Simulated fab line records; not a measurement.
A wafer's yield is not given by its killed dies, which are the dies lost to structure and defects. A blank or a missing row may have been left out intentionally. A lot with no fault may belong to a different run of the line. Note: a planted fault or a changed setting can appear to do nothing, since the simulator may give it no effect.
Comparing a struck lot with a sound one :: flow rit cmos :: 15 steps out of a route of 202
Sound: the wafers L526.1, L526.3, L526.4. Struck: wafers L530.1, L530.3, L530.5. The cause comes at the end.
Each step with rows lists, per side, the tool, then ch with its chambers, then its first start. Under that, the readings that differ: sound wafers :: struck wafers :: difference of the means :: sigmas: that difference in standard deviations of wafers without a fault.
alike: readings whose means differ by less than 2 such deviations, and words and numbers that are the same on both sides. not compared: withheld readings, readings that some wafer has no value for, bounds like >300 that may hide the same value, and numbers for which the record gives no deviation and whose values overlap.
The two part at a step that has a row with sigmas, a row that says differs or no value, or rows on one side only. Numbers that don't overlap but have no deviation are shown without sigmas and don't part them. A reading missing from all wafers of one side parts the sides only when that side holds two or more wafers.

RIT_GATE_THK_MEAS_07:
  sound on film metro-01, day 3 10:42; struck on film metro-01, day 4 01:40
  alike: GATE_OXIDE_THK
then, 1 step without rows for these wafers: RIT_GATE_CVD_08 (deposits poly-Si from SiH4, target thk 250 nm, time 2220 s).
RIT_GATE_THK_MEAS_09:
  sound on film metro-03, day 3 12:22; struck on film metro-02, day 4 03:21
  alike: GATE_POLY_THK
then, 6 steps without rows for these wafers: RIT_GATE_HMDS_10 (prime time 60 s); RIT_GATE_COAT_11 (resist thk 850 nm); RIT_GATE_SOFTBAKE_12 (time 60 s); RIT_GATE_EXPOSE_13 (exposes mask M6, target cd 150 nm); RIT_GATE_PEB_14; RIT_GATE_DEVELOP_15 (develop time 50 s).
RIT_GATE_CD_MEAS_16: target cd 150 nm.
  sound on cd sem-02, day 3 13:22; struck on cd sem-02, day 4 04:30
  alike: cd nm
RIT_GATE_OVL_MEAS_17:
  sound on overlay-01, day 3 13:29; struck on overlay-01, day 4 04:37
  alike: GATE_OVL
then, 1 step without rows for these wafers: RIT_GATE_HARDBAKE_18 (time 60 s).
RIT_GATE_ETCH_19: etches poly-Si in SF6/CHF3/O2, stops on SiO2, time 165 s, target depth 312.5 nm.
  sound on rie si-01 ch 0,1,2, day 3 13:43; struck on rie si-01 ch 0,2,3, day 4 04:49
reading: oes product au (a.u.)
sound: 0.856 0.861 0.856
struck: 0.816 0.812 0.799
difference: -0.049
sigmas: -4

reading: run length s (s)
sound: 192.9 192.9 193.8
struck: 208.4 209.3 209.3
difference: +15.8
sigmas: +32

reading: model.NOVOLAK_of_GATE_COAT_11.thk nm (nm)
sound: 666.5 671.9 671.3
struck: 655.8 660.3 660
difference: -11.2
sigmas: 
  alike: CHF3_flow_sccm, drypump motor current A, throttle valve pct
  not compared: rf hours counter h
RIT_GATE_STRIP_20: strips in O2, time 180 s.
  sound on plasma asher-03 ch 0,1, day 3 13:50; struck on plasma asher-02 ch 0,1, day 4 04:55
  alike: drypump motor current A
  not compared: rf hours counter h
RIT_M1_PROBE_99:
  sound on prober-02, day 4 09:41; struck on prober-02, day 5 02:42
  alike: killed_at_M0_to_M3, killed at contacts, killed at front end, killed dies, killed open, killed short

WHERE THEY PART
At RIT_GATE_ETCH_19 and nowhere else, as far as this record goes. Later steps at which nothing parts them and some readings are alike: RIT_GATE_STRIP_20, RIT_M1_PROBE_99.

WHY: what had been put in by the simulator
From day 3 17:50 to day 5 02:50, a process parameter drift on rie si-01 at RIT_GATE_ETCH_19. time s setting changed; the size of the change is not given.
